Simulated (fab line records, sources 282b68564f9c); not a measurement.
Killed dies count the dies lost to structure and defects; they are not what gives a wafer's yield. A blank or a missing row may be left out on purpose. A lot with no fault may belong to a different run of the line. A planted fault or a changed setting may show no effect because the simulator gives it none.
fab line records	flow rit-cmos
[record] lots = 5	wafers = 23
route steps=202 shown ACTIVE@4 NWELL@36 PWELL@47 WELLDRIVE@50 PRETRO@72 NLDD@104 PSD@143 M1@188
start-h: hours from the record's opening day to when the first of the lot's shown wafers began	wait-h: time in hours since the lot's previous step	" identical to the entry in the row above	L1.1+2: several wafers, shown together as one row	- no value present, or no start provided	* or withheld: withheld	< > ~ a bound
route shown NAME@n: NAME is a module with steps in the file, n the number in the route of the first one	usual: mean/standard deviation taken from wafers without a fault	same: alike in all rows	chamber/n: place in a boat	sites: each site's reading	_std_site: their standard deviation	_edge_site: mean of outer sites minus mean of inner sites	radius-mm: how far each site lies from the wafer's centre	mask NAME#n: copy n	behind: the most recent tool/chamber to have shaped the wafer	hold: why the lot went on hold/how many hours it stayed there/how the hold came to an end	device: whichever transistor did not switch (one of n, p or np)	end of line: the tests these same wafers got at the end of their route	where a step has no rows: the recipe by itself	killed: the dies lost at the first sort to structure and to defects; this is not the yield of the wafer	map: per-die view of a wafer (x killed, . not killed, _ where there is no die)
set.NAME: the setting as run; set.NAME@STEP: as run at that earlier step	model.NAME: the simulator's own value behind a step, which no gauge read
one table per step and one row per wafer, for lots whose settings were changed on purpose
[[steps]]
[step RIT_ACTIVE_CVD_03]
[recipe] material = Si3N4	target-thk-nm = 150	temp-c = 810	precursor = SiH2Cl2/NH3	time-s = 1500	pressure-mtorr = 300	sih2cl2-flow-sccm = 60	nh3-flow-sccm = 150
lot.wafer	tool	chamber	start-h	wait-h	set.temp-c	model.Si3N4_of_ACTIVE_CVD_03.thk-nm
L074.1	-	-	-	0.1	810	150.5
L074.2+5	"	-	"	"	810	150.3
L074.3	"	-	"	"	810	151
L074.6	"	-	"	"	810	150.7
L077.1	-	-	-	0.1	797.4	120
L077.3	"	-	"	"	797.4	118.8
L077.4	"	-	"	"	797.4	118.9
L077.5	"	-	"	"	797.4	119.6
L077.6	"	-	"	"	797.4	119.4
L078.2	lpcvd-01	1	32.11	0.0	810	152.5
L078.3	"	1	"	"	810	150.5
L078.4	"	1	"	"	810	150.4
L082.1	-	-	-	0.1	823.3	187.1
L082.2	"	-	"	"	823.3	187.5
L082.4	"	-	"	"	823.3	188.6
L082.5	"	-	"	"	823.3	188
L082.6	"	-	"	"	823.3	188.4
L084.1	-	-	-	0.1	810	151.2
L084.2	"	-	"	"	810	150.5
L084.3	"	-	"	"	810	148.8
L084.4	"	-	"	"	810	150
L084.5	"	-	"	"	810	150.1
[step RIT_ACTIVE_THK_MEAS_04]
[recipe] reads = Si3N4_of_ACTIVE_CVD_03
[usual] ACTIVE_NITRIDE_THK = 149.8/1.4
lot.wafer	tool	chamber	start-h	wait-h	set.temp-c@ACTIVE_CVD_03	ACTIVE_NITRIDE_THK[nm]
L074.1	film-metro-04	-	-	-	810	150.5
L074.2	"	-	"	"	810	150.3
L074.3	"	-	"	"	810	150.9
L074.5	"	-	"	"	810	150.4
L074.6	"	-	"	"	810	150.7
L077.1	film-metro-04	-	-	-	797.4	120.0
L077.3	"	-	"	"	797.4	118.8
L077.4	"	-	"	"	797.4	119.0
L077.5	"	-	"	"	797.4	119.6
L077.6	"	-	"	"	797.4	119.3
L078.2	film-metro-04	-	33.54	0.0	810	152.5
L078.3	"	-	"	"	810	150.5
L078.4	"	-	"	"	810	150.4
L082.1	film-metro-03	-	-	-	823.3	187.1
L082.2	"	-	"	"	823.3	187.6
L082.4	"	-	"	"	823.3	188.7
L082.5	"	-	"	"	823.3	187.8
L082.6	"	-	"	"	823.3	188.4
L084.1	film-metro-03	-	-	-	810	151.3
L084.2	"	-	"	"	810	150.5
L084.3	"	-	"	"	810	148.9
L084.4	"	-	"	"	810	150.0
L084.5	"	-	"	"	810	150.1
[step RIT_ACTIVE_DEVELOP_10]
[recipe] resist = NOVOLAK	develop-time-s = 50	dev-temp-c = 23
lot.wafer	tool	chamber	start-h	wait-h	set.develop-time-s
L074.1+5+6	litho-track-03	0	-	-	50
L074.2+3	"	0	"	"	52.3
L077.1+3+4+5+6	litho-track-03	0	-	-	50
L078.2+3+4	litho-track-01	0	-	-	50
L082.1+2+4+5+6	litho-track-03	0	-	-	50
L084.1+2+3	litho-track-03	0	-	-	50
L084.4+5	"	0	"	"	54.91
[step RIT_ACTIVE_CD_MEAS_11]
[recipe] target-cd-nm = 1400
[usual] cd-nm = 1398.7/2.5
lot.wafer	tool	chamber	start-h	wait-h	set.develop-time-s@ACTIVE_DEVELOP_10	cd-nm
L074.1	cd-sem-01	-	14.44	-	50	1397.9
L074.2	"	-	"	"	52.3	1394.6
L074.3	"	-	"	"	52.3	1395.4
L074.5	"	-	"	"	50	1399.8
L074.6	"	-	"	"	50	1401.0
L077.1	cd-sem-01	-	29.56	-	50	1399.4
L077.3	"	-	"	"	50	1400.2
L077.4	"	-	"	"	50	1401.4
L077.5	"	-	"	"	50	1399.4
L077.6	"	-	"	"	50	1398.5
L078.2	cd-sem-02	-	34.58	-	50	1398.5
L078.3	"	-	"	"	50	1400.1
L078.4	"	-	"	"	50	1399.8
L082.1	cd-sem-01	-	54.64	-	50	1401.6
L082.2	"	-	"	"	50	1401.8
L082.4	"	-	"	"	50	1402.4
L082.5	"	-	"	"	50	1401.3
L082.6	"	-	"	"	50	1400.4
L084.1	cd-sem-02	-	65.15	-	50	1395.1
L084.2	"	-	"	"	50	1396.8
L084.3	"	-	"	"	50	1392.2
L084.4	"	-	"	"	54.91	1386.6
L084.5	"	-	"	"	54.91	1383.9
[step RIT_ACTIVE_HARDBAKE_12]
[recipe] resist = NOVOLAK	temp-c = 140	time-s = 60
[step RIT_ACTIVE_ETCH_13]
[recipe] stop-on = SiO2	chemistry = SF6	target = Si3N4	time-s = 210	over-etch-frac = 0.4	SF6_flow_sccm = 200	pressure-mtorr = 260	rf-w = 125	target-depth-a = 2100
[usual] oes-product-au = 0.823/0.012
lot.wafer	tool	chamber	start-h	wait-h	set.temp-c@ACTIVE_CVD_03	set.develop-time-s@ACTIVE_DEVELOP_10	oes-product-au	model.etch.depth-nm	model.ACTIVE.feature-depth-nm	model.ACTIVE.cd-nm
L074.1	rie-diel-01	2	14.71	0.1	810	50	0.810	150.5	150.9	1398
L074.2	"	1	"	"	810	52.3	0.839	150.3	152	1395
L074.3	"	0	"	"	810	52.3	0.814	151	151.4	1395
L074.5	"	3	"	"	810	50	0.831	150.3	150.3	1400
L074.6	"	2	"	"	810	50	0.810	150.7	151.1	1401
L077.1	rie-diel-03	3	29.92	0.1	797.4	50	0.723	120	120	1399
L077.3	"	0	"	"	797.4	50	0.735	118.8	119	1400
L077.4	"	2	"	"	797.4	50	0.736	118.9	121	1401
L077.5	"	3	"	"	797.4	50	0.715	119.6	119.6	1399
L077.6	"	0	"	"	797.4	50	0.731	119.4	119.5	1399
L078.2	rie-diel-04	2	34.83	0.1	810	50	0.847	152.5	152.5	1398
L078.3	"	1	"	"	810	50	0.841	150.5	151.4	1400
L078.4	"	0	"	"	810	50	0.827	150.4	151.6	-
L082.1	rie-diel-04	1	54.91	0.1	823.3	50	0.943	187.1	188	1402
L082.2	"	0	"	"	823.3	50	0.929	187.5	188.7	1402
L082.4	"	0	"	"	823.3	50	0.934	188.6	189.8	1402
L082.5	"	1	"	"	823.3	50	0.954	188	188.9	1401
L082.6	"	3	"	"	823.3	50	0.953	188.4	190.8	1400
L084.1	rie-diel-03	3	65.42	0.1	810	50	0.807	151.2	151.2	1395
L084.2	"	0	"	"	810	50	0.826	150.5	150.6	1397
L084.3	"	1	"	"	810	50	0.814	148.8	148.8	1392
L084.4	"	2	"	"	810	54.91	0.811	150	152	1387
L084.5	"	1	"	"	810	54.91	0.817	150.1	150.1	1384
[step RIT_ACTIVE_STRIP_14]
[recipe] chemistry = O2	time-s = 180	resist = NOVOLAK	platen-temp-c = withheld	power-w = 500	pressure-mtorr = 4000	o2-flow-sccm = 4000
[step RIT_ACTIVE_CD_MEAS_90]
[recipe] target-cd-nm = 1400
[usual] cd-nm = 1398.7/2.5
lot.wafer	tool	chamber	start-h	wait-h	set.develop-time-s@ACTIVE_DEVELOP_10	cd-nm
L074.1	cd-sem-01	-	15.02	0.1	50	1398.0
L074.2	"	-	"	"	52.3	1394.9
L074.3	"	-	"	"	52.3	1394.8
L074.5	"	-	"	"	50	1400.1
L074.6	"	-	"	"	50	1400.2
L077.1	cd-sem-01	-	30.23	0.1	50	1399.3
L077.3	"	-	"	"	50	1400.1
L077.4	"	-	"	"	50	1401.4
L077.5	"	-	"	"	50	1399.4
L077.6	"	-	"	"	50	1398.8
L078.2	cd-sem-01	-	35.16	0.1	50	1398.4
L078.3	"	-	"	"	50	1399.8
L078.4	"	-	"	"	50	1399.7
L082.1	cd-sem-01	-	55.22	0.1	50	1401.4
L082.2	"	-	"	"	50	1401.7
L082.4	"	-	"	"	50	1402.1
L082.5	"	-	"	"	50	1400.9
L082.6	"	-	"	"	50	1400.6
L084.1	cd-sem-01	-	65.73	0.1	50	1395.1
L084.2	"	-	"	"	50	1396.9
L084.3	"	-	"	"	50	1392.2
L084.4	"	-	"	"	54.91	1386.3
L084.5	"	-	"	"	54.91	1384.0
[step RIT_NWELL_IMPLANT_08]
[recipe] species = P	energy-kev = 170	dose-cm2 = 5e+13	tilt-deg = 7
lot.wafer	tool	chamber	start-h	wait-h	set.dose-cm2
L074.1+2+5	implanter-02	0	21.30	0.2	5e+13
L074.3+6	"	0	"	"	5.236e+13
L077.1+5	implanter-01	0	37.09	0.2	5e+13
L077.3+4+6	"	0	"	"	4.675e+13
L078.2+3+4	implanter-02	0	40.82	0.2	5e+13
L082.1+6	implanter-04	0	61.74	0.2	4.788e+13
L082.2+4+5	"	0	"	"	5e+13
L084.1+4+5	implanter-02	0	71.25	0.2	4.715e+13
L084.2+3	"	0	"	"	5e+13
[step RIT_NWELL_STRIP_09]
[recipe] chemistry = O2	time-s = 180	resist = NOVOLAK	platen-temp-c = withheld	power-w = 500	pressure-mtorr = 4000	o2-flow-sccm = 4000
[step RIT_NWELL_TW_MEAS_10]
[usual] NWELL_TW = 2161/16
lot.wafer	tool	chamber	start-h	wait-h	set.dose-cm2@NWELL_IMPLANT_08	NWELL_TW
L074.1	film-metro-02	-	21.63	0.1	5e+13	2178
L074.2	"	-	"	"	5e+13	2180
L074.3	"	-	"	"	5.236e+13	2206
L074.5	"	-	"	"	5e+13	2183
L074.6	"	-	"	"	5.236e+13	2219
L077.1	film-metro-02	-	37.42	0.1	5e+13	2182
L077.3	"	-	"	"	4.675e+13	2122
L077.4	"	-	"	"	4.675e+13	2124
L077.5	"	-	"	"	5e+13	2163
L077.6	"	-	"	"	4.675e+13	2133
L078.2	film-metro-01	-	41.13	0.1	5e+13	2145
L078.3	"	-	"	"	5e+13	2161
L078.4	"	-	"	"	5e+13	2155
L082.1	film-metro-01	-	62.07	0.1	4.788e+13	2126
L082.2	"	-	"	"	5e+13	2161
L082.4	"	-	"	"	5e+13	2147
L082.5	"	-	"	"	5e+13	2164
L082.6	"	-	"	"	4.788e+13	2127
L084.1	film-metro-02	-	71.57	0.1	4.715e+13	2148
L084.2	"	-	"	"	5e+13	2187
L084.3	"	-	"	"	5e+13	2190
L084.4	"	-	"	"	4.715e+13	2142
L084.5	"	-	"	"	4.715e+13	2139
[step RIT_PWELL_IMPLANT_08]
[recipe] species = B	energy-kev = 170	dose-cm2 = 7e+13	tilt-deg = 7
lot.wafer	tool	chamber	start-h	wait-h	set.dose-cm2
L074.1+2	implanter-02	0	22.98	0.2	7e+13
L074.3+5+6	"	0	"	"	7.464e+13
L077.1+3	implanter-03	0	38.64	0.2	6.66e+13
L077.4+5+6	"	0	"	"	7e+13
L078.2+3+4	implanter-02	0	42.50	0.2	7e+13
L082.1+5	implanter-02	0	63.42	0.2	7.392e+13
L082.2+4+6	"	0	"	"	7e+13
L084.1+2+3+4+5	implanter-04	0	72.98	0.2	7e+13
[step RIT_PWELL_STRIP_09]
[recipe] chemistry = O2	time-s = 180	resist = NOVOLAK	platen-temp-c = withheld	power-w = 500	pressure-mtorr = 4000	o2-flow-sccm = 4000
[step RIT_PWELL_TW_MEAS_10]
[usual] PWELL_TW = 953/8.8
lot.wafer	tool	chamber	start-h	wait-h	set.dose-cm2@PWELL_IMPLANT_08	PWELL_TW
L074.1	film-metro-01	-	23.31	0.1	7e+13	950
L074.2	"	-	"	"	7e+13	955
L074.3	"	-	"	"	7.464e+13	972
L074.5	"	-	"	"	7.464e+13	973
L074.6	"	-	"	"	7.464e+13	970
L077.1	film-metro-04	-	38.97	0.1	6.66e+13	923
L077.3	"	-	"	"	6.66e+13	927
L077.4	"	-	"	"	7e+13	938
L077.5	"	-	"	"	7e+13	945
L077.6	"	-	"	"	7e+13	942
L078.2	film-metro-04	-	42.81	0.1	7e+13	946
L078.3	"	-	"	"	7e+13	945
L078.4	"	-	"	"	7e+13	943
L082.1	film-metro-01	-	63.74	0.1	7.392e+13	971
L082.2	"	-	"	"	7e+13	957
L082.4	"	-	"	"	7e+13	956
L082.5	"	-	"	"	7.392e+13	975
L082.6	"	-	"	"	7e+13	954
L084.1	film-metro-02	-	73.31	0.1	7e+13	968
L084.2	"	-	"	"	7e+13	968
L084.3	"	-	"	"	7e+13	971
L084.4	"	-	"	"	7e+13	964
L084.5	"	-	"	"	7e+13	967
[step RIT_WELLDRIVE_ANNEAL_00]
[recipe] temp-c = 1100	time-s = 14700	ambient = N2
[step RIT_WELLDRIVE_RS_MEAS_01]
[recipe] thk-meas-gauge = four-point-probe
[usual] NWELL_RS = 275.5/0.73
lot.wafer	tool	chamber	start-h	wait-h	set.dose-cm2@NWELL_IMPLANT_08	NWELL_RS[ohm/sq]
L074.1	film-metro-02	-	28.45	0.0	5e+13	275.2
L074.2	"	-	"	"	5e+13	274.4
L074.3	"	-	"	"	5.236e+13	267.6
L074.5	"	-	"	"	5e+13	273.9
L074.6	"	-	"	"	5.236e+13	267.3
L077.1	film-metro-01	-	44.11	0.0	5e+13	275.8
L077.3	"	-	"	"	4.675e+13	287.1
L077.4	"	-	"	"	4.675e+13	287.4
L077.5	"	-	"	"	5e+13	276.2
L077.6	"	-	"	"	4.675e+13	288.1
L078.2	film-metro-02	-	48.12	0.0	5e+13	275.7
L078.3	"	-	"	"	5e+13	275.6
L078.4	"	-	"	"	5e+13	275.3
L082.1	film-metro-04	-	69.53	0.0	4.788e+13	283.0
L082.2	"	-	"	"	5e+13	274.8
L082.4	"	-	"	"	5e+13	275.7
L082.5	"	-	"	"	5e+13	275.2
L082.6	"	-	"	"	4.788e+13	282.1
L084.1	film-metro-01	-	78.45	0.0	4.715e+13	284.5
L084.2	"	-	"	"	5e+13	274.8
L084.3	"	-	"	"	5e+13	275.5
L084.4	"	-	"	"	4.715e+13	284.9
L084.5	"	-	"	"	4.715e+13	285.5
[step RIT_WELLDRIVE_RS_MEAS_02]
[recipe] thk-meas-gauge = four-point-probe
[usual] PWELL_RS = 429.8/0.94
lot.wafer	tool	chamber	start-h	wait-h	set.dose-cm2@PWELL_IMPLANT_08	PWELL_RS[ohm/sq]
L074.1	film-metro-02	-	28.57	0.1	7e+13	429.1
L074.2	"	-	"	"	7e+13	429.0
L074.3	"	-	"	"	7.464e+13	411.8
L074.5	"	-	"	"	7.464e+13	412.7
L074.6	"	-	"	"	7.464e+13	411.9
L077.1	film-metro-01	-	44.23	0.1	6.66e+13	444.2
L077.3	"	-	"	"	6.66e+13	443.6
L077.4	"	-	"	"	7e+13	429.7
L077.5	"	-	"	"	7e+13	429.6
L077.6	"	-	"	"	7e+13	430.0
L078.2	film-metro-02	-	48.24	0.1	7e+13	429.5
L078.3	"	-	"	"	7e+13	429.7
L078.4	"	-	"	"	7e+13	429.7
L082.1	film-metro-04	-	69.65	0.1	7.392e+13	416.6
L082.2	"	-	"	"	7e+13	431.2
L082.4	"	-	"	"	7e+13	430.0
L082.5	"	-	"	"	7.392e+13	414.9
L082.6	"	-	"	"	7e+13	430.6
L084.1	film-metro-01	-	78.57	0.1	7e+13	428.7
L084.2	"	-	"	"	7e+13	429.0
L084.3	"	-	"	"	7e+13	428.5
L084.4	"	-	"	"	7e+13	429.1
L084.5	"	-	"	"	7e+13	429.1
[step RIT_PRETRO_IMPLANT_08]
[recipe] species = B	energy-kev = 45	dose-cm2 = 1.2e+13	tilt-deg = 7
lot.wafer	tool	chamber	start-h	wait-h	set.energy-kev	model.implant.rp-nm	model.implant.drp-nm
L074.1+3+6	implanter-03	0	31.65	0.2	42.72	136.6	53.39
L074.2+5	"	0	"	"	45	143.6	55.07
L077.1+4	implanter-02	0	47.26	0.2	46.36	145.7	56.05
L077.3+5+6	"	0	"	"	45	141.6	55.07
L078.2+3+4	implanter-03	0	51.21	0.2	45	141.9	55.07
L082.1+4	implanter-03	0	72.73	0.2	45	146.8	55.07
L082.2+5+6	"	0	"	"	47.53	154.6	56.87
L084.1+3+4	implanter-02	0	81.55	0.2	45.79	148.5	55.64
L084.2+5	"	0	"	"	45	146.1	55.07
[step RIT_NLDD_COAT_01]
[recipe] resist = NOVOLAK	spin-rpm = 3250	resist-thk-nm = 1000
lot.wafer	tool	chamber	start-h	wait-h	set.resist-thk-nm	model.NOVOLAK_of_NLDD_COAT_01.thk-nm
L074.1	litho-track-02	0	40.61	0.1	1040	1036
L074.2	"	0	"	"	1000	999.4
L074.3	"	0	"	"	1040	1039
L074.5	"	0	"	"	1000	999.8
L074.6	"	0	"	"	1000	1005
L077.1	litho-track-01	0	56.61	0.1	1018	1018
L077.3	"	0	"	"	1018	1014
L077.4	"	0	"	"	1000	998.7
L077.5	"	0	"	"	1000	997.2
L077.6	"	0	"	"	1018	1017
L078.2	litho-track-01	0	60.76	0.1	1000	995.7
L078.3	"	0	"	"	1000	997.3
L078.4	"	0	"	"	1000	995.4
L082.1	litho-track-01	0	81.58	0.1	970.2	967.7
L082.2	"	0	"	"	1000	998.1
L082.4	"	0	"	"	1000	994.9
L082.5	"	0	"	"	970.2	967.5
L082.6	"	0	"	"	1000	996
L084.1	litho-track-01	0	90.43	0.1	954.6	951.7
L084.2	"	0	"	"	1000	996.3
L084.3	"	0	"	"	954.6	950.4
L084.4	"	0	"	"	1000	994.9
L084.5	"	0	"	"	1000	997.7
[step RIT_NLDD_SOFTBAKE_02]
[recipe] resist = NOVOLAK	temp-c = 90	time-s = 60
[step RIT_NLDD_EXPOSE_03]
[recipe] mask-id = M7	na = 0.57	target-cd-nm = 40700	dose-mj = 250
[step RIT_NLDD_DEVELOP_05]
[recipe] resist = NOVOLAK	develop-time-s = 50	dev-temp-c = 23
[step RIT_NLDD_HARDBAKE_07]
[recipe] resist = NOVOLAK	temp-c = 140	time-s = 60
lot.wafer	tool	chamber	start-h	wait-h	set.resist-thk-nm@NLDD_COAT_01	model.NOVOLAK_of_NLDD_COAT_01.thk-nm
L074.1	litho-track-03	0	41.48	0.0	1040	915.3
L074.2	"	0	"	"	1000	883.2
L074.3	"	0	"	"	1040	918.1
L074.5	"	0	"	"	1000	883.5
L074.6	"	0	"	"	1000	888
L077.1	litho-track-01	0	57.47	0.0	1018	899.7
L077.3	"	0	"	"	1018	896
L077.4	"	0	"	"	1000	882.6
L077.5	"	0	"	"	1000	881.4
L077.6	"	0	"	"	1018	898.8
L078.2	litho-track-01	0	61.64	0.0	1000	880
L078.3	"	0	"	"	1000	881.5
L078.4	"	0	"	"	1000	879.7
L082.1	litho-track-03	0	82.45	0.0	970.2	855.5
L082.2	"	0	"	"	1000	882.2
L082.4	"	0	"	"	1000	879.3
L082.5	"	0	"	"	970.2	855.3
L082.6	"	0	"	"	1000	880.3
L084.1	litho-track-03	0	91.40	0.0	954.6	841.5
L084.2	"	0	"	"	1000	880.6
L084.3	"	0	"	"	954.6	840.4
L084.4	"	0	"	"	1000	879.4
L084.5	"	0	"	"	1000	881.7
[step RIT_PSD_COAT_01]
[recipe] resist = NOVOLAK	spin-rpm = 3250	resist-thk-nm = 1000
lot.wafer	tool	chamber	start-h	wait-h	set.spin-rpm	model.NOVOLAK_of_PSD_COAT_01.thk-nm
L074.1+5	litho-track-04	0	47.53	0.1	3250	1003
L074.2	"	0	"	"	3061	1032
L074.3+6	"	0	"	"	3061	1035
L077.1	litho-track-04	0	63.64	0.1	3250	995.7
L077.3	"	0	"	"	3250	993.7
L077.4	"	0	"	"	3250	993.1
L077.5	"	0	"	"	3250	994.3
L077.6	"	0	"	"	3250	994
L078.2	litho-track-04	0	68.18	0.1	3250	996.3
L078.3	"	0	"	"	3250	996.4
L078.4	"	0	"	"	3250	994.5
L082.1	litho-track-04	0	88.64	0.1	3250	999.4
L082.2	"	0	"	"	3250	999
L082.4	"	0	"	"	3250	1001
L082.5	"	0	"	"	3250	1000
L082.6	"	0	"	"	3250	1002
L084.1	litho-track-03	0	97.60	0.1	3366	982.9
L084.2	"	0	"	"	3366	984
L084.3	"	0	"	"	3250	998.7
L084.4	"	0	"	"	3250	1002
L084.5	"	0	"	"	3366	984.4
[step RIT_PSD_DEVELOP_05]
[recipe] resist = NOVOLAK	develop-time-s = 50	dev-temp-c = 23
lot.wafer	tool	chamber	start-h	wait-h	set.dev-temp-c	set.spin-rpm@PSD_COAT_01	model.NOVOLAK_of_PSD_COAT_01.thk-nm
L074.1	litho-track-04	0	-	-	25.96	3250	1003
L074.2	"	0	"	"	25.96	3061	1032
L074.3	"	0	"	"	25.96	3061	1035
L074.5	"	0	"	"	23	3250	1003
L074.6	"	0	"	"	23	3061	1035
L077.1	litho-track-03	0	-	-	23	3250	995.7
L077.3	"	0	"	"	24.84	3250	993.7
L077.4	"	0	"	"	23	3250	993.1
L077.5	"	0	"	"	24.84	3250	994.3
L077.6	"	0	"	"	23	3250	994
L078.2	litho-track-03	0	-	-	23	3250	995.9
L078.3	"	0	"	"	23	3250	996.1
L078.4	"	0	"	"	23	3250	994.1
L082.1	litho-track-04	0	-	-	23	3250	999.4
L082.2	"	0	"	"	23	3250	999
L082.4	"	0	"	"	24.05	3250	1001
L082.5	"	0	"	"	24.05	3250	1000
L082.6	"	0	"	"	23	3250	1002
L084.1	litho-track-04	0	-	-	20.72	3366	982.9
L084.2	"	0	"	"	23	3366	979.6
L084.3	"	0	"	"	23	3250	994.2
L084.4	"	0	"	"	20.72	3250	997.3
L084.5	"	0	"	"	23	3366	984.4
[step RIT_M1_COAT_04]
[recipe] resist = NOVOLAK	spin-rpm = 2000	resist-thk-nm = 1300
lot.wafer	tool	chamber	start-h	wait-h	set.resist-thk-nm	model.NOVOLAK_of_M1_COAT_04.thk-nm
L074.1	litho-track-02	0	53.21	0.1	1300	1302
L074.2	"	0	"	"	1300	1308
L074.3	"	0	"	"	1300	1301
L074.5	"	0	"	"	1300	1305
L074.6	"	0	"	"	1300	1304
L077.1	litho-track-01	0	69.24	0.1	1265	1262
L077.3	"	0	"	"	1265	1263
L077.4	"	0	"	"	1300	1298
L077.5	"	0	"	"	1300	1299
L077.6	"	0	"	"	1265	1264
L078.2+3	litho-track-04	0	73.89	0.1	1300	1295
L078.4	"	0	"	"	1300	1296
L082.1	litho-track-02	0	94.50	0.1	1330	1332
L082.2	"	0	"	"	1300	1302
L082.4	"	0	"	"	1300	1308
L082.5	"	0	"	"	1300	1303
L082.6	"	0	"	"	1330	1336
L084.1	litho-track-01	0	103.37	0.1	1342	1339
L084.2	"	0	"	"	1342	1334
L084.3	"	0	"	"	1300	1297
L084.4	"	0	"	"	1342	1341
L084.5	"	0	"	"	1300	1295
[[key]]
[split] step = RIT_ACTIVE_CVD_03	setting = temp-c	stated = 810	by = lot
[response] step = RIT_ACTIVE_CVD_03	reading = model.Si3N4_of_ACTIVE_CVD_03.thk-nm	change = +21.5	per = 1%	r = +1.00
[response] step = RIT_ACTIVE_THK_MEAS_04	reading = ACTIVE_NITRIDE_THK	change = +21.5	per = 1%	r = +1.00
[response] step = RIT_ACTIVE_ETCH_13	reading = oes-product-au	change = +0.0672	per = 1%	r = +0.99
[response] step = RIT_ACTIVE_ETCH_13	reading = model.etch.depth-nm	change = +21.5	per = 1%	r = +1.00
[response] step = RIT_ACTIVE_ETCH_13	reading = model.ACTIVE.feature-depth-nm	change = +21.7	per = 1%	r = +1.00
[split] step = RIT_ACTIVE_DEVELOP_10	setting = develop-time-s	stated = 50	by = wafer
[response] step = RIT_ACTIVE_CD_MEAS_11	reading = cd-nm	change = -0.965	per = 1%	r = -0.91
[response] step = RIT_ACTIVE_ETCH_13	reading = model.ACTIVE.cd-nm	change = -0.969	per = 1%	r = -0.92
[response] step = RIT_ACTIVE_CD_MEAS_90	reading = cd-nm	change = -0.982	per = 1%	r = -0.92
[split] step = RIT_NWELL_IMPLANT_08	setting = dose-cm2	stated = 5e+13	by = wafer
[response] step = RIT_NWELL_TW_MEAS_10	reading = NWELL_TW	change = +7.29	per = 1%	r = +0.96
[response] step = RIT_WELLDRIVE_RS_MEAS_01	reading = NWELL_RS	change = -1.7	per = 1%	r = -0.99
[split] step = RIT_PWELL_IMPLANT_08	setting = dose-cm2	stated = 7e+13	by = wafer
[response] step = RIT_PWELL_TW_MEAS_10	reading = PWELL_TW	change = +3.11	per = 1%	r = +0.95
[response] step = RIT_WELLDRIVE_RS_MEAS_02	reading = PWELL_RS	change = -2.67	per = 1%	r = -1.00
[split] step = RIT_PRETRO_IMPLANT_08	setting = energy-kev	stated = 45	by = wafer
[response] step = RIT_PRETRO_IMPLANT_08	reading = model.implant.rp-nm	change = +1.37	per = 1%	r = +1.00
[response] step = RIT_PRETRO_IMPLANT_08	reading = model.implant.drp-nm	change = +0.325	per = 1%	r = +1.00
[split] step = RIT_NLDD_COAT_01	setting = resist-thk-nm	stated = 1000	by = wafer
[response] step = RIT_NLDD_COAT_01	reading = model.NOVOLAK_of_NLDD_COAT_01.thk-nm	change = +9.63	per = 1%	r = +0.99
[response] step = RIT_NLDD_HARDBAKE_07	reading = model.NOVOLAK_of_NLDD_COAT_01.thk-nm	change = +8.44	per = 1%	r = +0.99
[split] step = RIT_PSD_COAT_01	setting = spin-rpm	stated = 3250	by = wafer
[response] step = RIT_PSD_COAT_01	reading = model.NOVOLAK_of_PSD_COAT_01.thk-nm	change = -5.16	per = 1%	r = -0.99
[response] step = RIT_PSD_DEVELOP_05	reading = model.NOVOLAK_of_PSD_COAT_01.thk-nm	change = -4.93	per = 1%	r = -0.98
[split] step = RIT_PSD_DEVELOP_05	setting = dev-temp-c	stated = 23	by = wafer
response none clear
[split] step = RIT_M1_COAT_04	setting = resist-thk-nm	stated = 1300	by = wafer
[response] step = RIT_M1_COAT_04	reading = model.NOVOLAK_of_M1_COAT_04.thk-nm	change = +13	per = 1%	r = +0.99
